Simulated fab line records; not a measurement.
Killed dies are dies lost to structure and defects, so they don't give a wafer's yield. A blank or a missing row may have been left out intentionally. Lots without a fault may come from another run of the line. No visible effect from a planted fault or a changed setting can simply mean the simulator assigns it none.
Split-lot study    flow berkeley_cmos170    route with 331 steps; 5 lots, 23 wafers read

SPLIT DETAILS
At UCB170_ACTIVE_EXPOSE_10 (exposes mask ACTIVE, target cd 1200 nm), the setting dose_mj was moved away from the recipe's 20 on 8 of the 23 wafers read, by -6.6% to +2.5%. This setting was run at the recipe's value on the other wafers.

FROM THE SPLIT TO THE READING: what the file shows between them, 5 steps
- UCB170_ACTIVE_PEB_11
- UCB170_ACTIVE_DEVELOP_12: develop time 45 s
- UCB170_ACTIVE_CD_MEAS_13: target cd 1200 nm
- UCB170_ACTIVE_ETCH_15: etches Si3N4 in CH3F/Ar/O2, stops on SiO2, target depth 242 nm, time 151 s
- UCB170_ACTIVE_STRIP_16: strips in O2

THE READING
At UCB170_ACTIVE_CD_MEAS_90: cd_nm in nanometres, against a target cd of 1200 nm. Fault-free wafers of this fab line usually give 1200.3 nm, standard deviation 1.4 nm.

wafer   tool, chamber at the split  dose_mj as run  against the recipe  cd_nm, nm  against lot-mates on the recipe
L078.1  krf_scanner-01, 0           20              recipe              1199.9     -
L078.2  krf_scanner-01, 0           19.55           -2.2%               1203.7     +4.5
L078.4  krf_scanner-01, 0           19.55           -2.2%               1203.9     +4.8
L078.5  krf_scanner-01, 0           20              recipe              1198.4     -
L078.6  krf_scanner-01, 0           19.55           -2.2%               1204.4     +5.2
L079.1  krf_scanner-01, 0           20              recipe              1201.3     -
L079.2  krf_scanner-01, 0           20              recipe              1201.1     -
L079.3  krf_scanner-01, 0           20              recipe              1200.0     -
L079.5  krf_scanner-01, 0           20              recipe              1200.0     -
L079.6  krf_scanner-01, 0           20              recipe              1200.2     -
L081.1  krf_scanner-01, 0           20              recipe              1202.9     -
L081.2  krf_scanner-01, 0           20              recipe              1201.9     -
L081.6  krf_scanner-01, 0           20              recipe              1203.6     -
L084.1  krf_scanner-02, 0           18.67           -6.6%               1213.2     +13.4
L084.2  krf_scanner-02, 0           20              recipe              1199.7     -
L084.4  krf_scanner-02, 0           20              recipe              1200.0     -
L084.5  krf_scanner-02, 0           18.67           -6.6%               1212.4     +12.6
L084.6  krf_scanner-02, 0           18.67           -6.6%               1214.0     +14.2
L085.1  krf_scanner-01, 0           20.5            +2.5%               1194.6     -4.7
L085.2  krf_scanner-01, 0           20              recipe              1199.6     -
L085.4  krf_scanner-01, 0           20              recipe              1199.4     -
L085.5  krf_scanner-01, 0           20              recipe              1198.8     -
L085.6  krf_scanner-01, 0           20.5            +2.5%               1193.9     -5.4

FIT RESULTS
A straight line over all 23 wafers: cd_nm changes by -1.96 nm for each +1% of dose_mj; r = -0.97; the points scatter about the line by 1.3 nm.
The same after taking each lot's own level away (the mean of its wafers on the recipe; 23 wafers): -2.02 nm for each +1%; r = -0.99; scatter 0.56 nm.
According to that fit, moving dose_mj by its largest amount changes the reading by 13 nm.
Across the lots, their own levels run from 1199.15 to 1202.80 nm, a range of 2.6 times the standard deviation given above.
So the lot-to-lot level changes the slope little: the two slopes agree.
Check: with one of the wafers moved furthest among these (-6.6%) left out of the fit, the line predicts +13.5 nm for it against its lot-mates. Against them it came out at +13.4 nm.

OTHER SPLITS ON THESE WAFERS
These wafers also went through other splits before the reading. Each is held against what the fit with the lots' levels taken away leaves over:
other split on the same wafers  wafers away from the commonest value  r with cd_nm (lot level and that fit taken away)
UCB170_NWELL_CVD_04 time_s      18                                    -0.07
UCB170_NWELL_ETCH_13 time_s     8                                     -0.15

THE WHOLE CHAIN: every reading that the file lists as answering this split, in the file's order
step                      what it does                                                                reading                                                        change (the file's fit)               r (the file's)
UCB170_ACTIVE_CD_MEAS_13  target cd 1200 nm                                                           cd_nm                                                          -2 nm for each +1% of the setting     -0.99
UCB170_ACTIVE_ETCH_15     etches Si3N4 in CH3F/Ar/O2, stops on SiO2, target depth 242 nm, time 151 s  ACTIVE.cd_nm (the simulator's own value, which no gauge read)  -2.04 nm for each +1% of the setting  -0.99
UCB170_ACTIVE_CD_MEAS_90  target cd 1200 nm                                                           cd_nm                                                          -2.02 nm for each +1% of the setting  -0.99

THE FILE'S OWN FIT
cd_nm changes by -2.02 nm for each +1% of dose_mj, r = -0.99.
